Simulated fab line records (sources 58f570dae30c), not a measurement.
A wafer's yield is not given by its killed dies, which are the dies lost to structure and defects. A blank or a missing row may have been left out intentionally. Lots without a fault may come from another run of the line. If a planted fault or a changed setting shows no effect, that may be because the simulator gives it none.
Which of the tools did it? | flow berkeley cmos170 | 21 wafers from 7 lots sampled at 2 of the route's 331 steps

## WHAT EACH GAUGE READ, for each wafer
UCB170_NVT_OVL_MEAS_06.
lot  | measured    | on         | NVT_OVL (nm)
L848 | day 5 21:28 | overlay-01 | -2 -3 -2
L850 | day 6 12:20 | overlay-01 | -2 -1 -2
L852 | day 7 01:05 | overlay-02 | 3 5 5
L854 | day 7 16:57 | overlay-02 | -2 11 1
L857 | day 7 17:19 | overlay-01 | 269 276 274
L862 | day 8 19:46 | overlay-01 | 3 2 7
L869 | day 9 22:59 | overlay-01 | 1 -7 -6

## WHICH TOOL RAN EACH LOT (tool, then ch and the chambers of the sampled wafers, then the start)
lot  | UCB170_NVT_EXPOSE_03
L848 | krf scanner-02 ch 0, day 5 21:04
L850 | krf scanner-01 ch 0, day 6 11:31
L852 | krf scanner-01 ch 0, day 7 00:36
L854 | krf scanner-01 ch 0, day 7 15:59
L857 | krf scanner-02 ch 0, day 7 16:10
L862 | krf scanner-01 ch 0, day 8 19:08
L869 | krf scanner-01 ch 0, day 9 22:23
- UCB170_NVT_EXPOSE_03: exposes mask PWELL, target cd 3000 nm.

## THE ANSWER, worked out from the rows above alone
Rule: the lots themselves supply what counts as usual. Put in order of their means at a reading, lots are off if they are a third of the lots or fewer, leave a main group of 4 or more, and stand apart from it by a gap of 3 or more times the standard deviation of the main group's means; of several such gaps the widest counts. A main group is skipped when, at the precision printed for the reading in the tables above, its means are all equal. A lot without any number at a reading at which 4 lots or more have one is off too. Any other lot the step has rows for is counted as sound.
Off: L857, seen at UCB170_NVT_OVL_MEAS_06 (NVT_OVL). For the main group the mean is 1 nm and the standard deviation 3.4.
A tool fits if, at a process step before that reading, it ran every lot that is off, and no sound lot after the first of them. Those tools and the gauges at UCB170_NVT_OVL_MEAS_06 are tried in the same way. One fits: krf scanner-02 at UCB170_NVT_EXPOSE_03. A fault onset in the window from L848 (day 5 21:04, its last sound lot) to L857 (day 7 16:10, its first lot off) fits.

## WHAT THE SIMULATOR HAD INSERTED
Scanner matching overlay: krf scanner-02, from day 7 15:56 on, at UCB170_NVT_EXPOSE_03. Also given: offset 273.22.
Struck lots among those shown: L857. The rule given above showed the same thing.
